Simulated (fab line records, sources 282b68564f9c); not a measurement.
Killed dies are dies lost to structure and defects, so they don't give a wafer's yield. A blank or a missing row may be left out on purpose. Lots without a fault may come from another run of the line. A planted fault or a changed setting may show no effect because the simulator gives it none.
One fault seen from 2 desks | flow rit_cmos | each desk has only its own numbers; what lay behind them comes last

THE METROLOGY DESK
What the gauges read, lot by lot, whatever tool the lot ran on: means of the sampled wafers that have a number. A lot is out of limits, marked OUT, if its mean lies more than 4 standard deviations from the usual mean; the brackets give that distance.
Columns: A = NLDD_TW at RIT_NLDD_TW_MEAS_10, usual 2461; B = PLDD_OVL at RIT_PLDD_OVL_MEAS_06, usual 0.4 nm; C = PLDD_TW at RIT_PLDD_TW_MEAS_10, usual 2321
lot  | first seen here | A    | B    | C
L271 | day 3 09:31     | 2455 | 2.1  | 2332
L273 | day 3 19:16     | 2443 | 1.7  | 2311
L279 | day 5 00:23     | 2468 | -0.3 | 2320
L287 | day 6 21:43     | 2442 | 1.5  | 2308
L288 | day 7 03:52     | 2456 | 0.3  | 2310
This desk's finding: nothing out of limits on any of the 5 lots.

THE TOOL OWNER'S DESK: plasma_asher-02
The tool's own readings at RIT_PLDD_STRIP_09 (strips in O2, time 180 s): means of the sampled wafers that have a number, for each lot that ran on this tool. A lot is out of limits, marked OUT, if its mean lies more than 4 standard deviations from the usual mean; the brackets give that distance.
Columns: A = drypump_motor_current_A at RIT_PLDD_STRIP_09, usual 5.43 A; B = run_length_s at RIT_PLDD_STRIP_09, usual 208.5 s
lot  | first seen here | A    | B
L273 | day 3 20:38     | 5.47 | 208.7
L279 | day 5 01:42     | 5.41 | 72.3 (-99 or more) OUT
L288 | day 7 05:14     | 5.20 | 209.0
This desk's finding: out of limits on L279; first on L279, day 5 01:42 (run_length_s at RIT_PLDD_STRIP_09). In limits: L273, L288.

PUT TOGETHER
The tool owner's desk could have raised an alarm at day 5 01:42, on L279.
The metrology desk saw nothing out of limits.
The metrology desk has L279 on record, within its limits.
Of the lots named, all ran RIT_PLDD_STRIP_09 on plasma_asher-02.

WHAT THE SIMULATOR HAD PUT IN
Strip aborted: plasma_asher-02, from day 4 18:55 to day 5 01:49, at RIT_PLDD_STRIP_09. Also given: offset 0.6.
Lots struck among those shown: L279.
Hours from the fault's start to each desk's first reading out of limits: the tool owner's desk, 7.
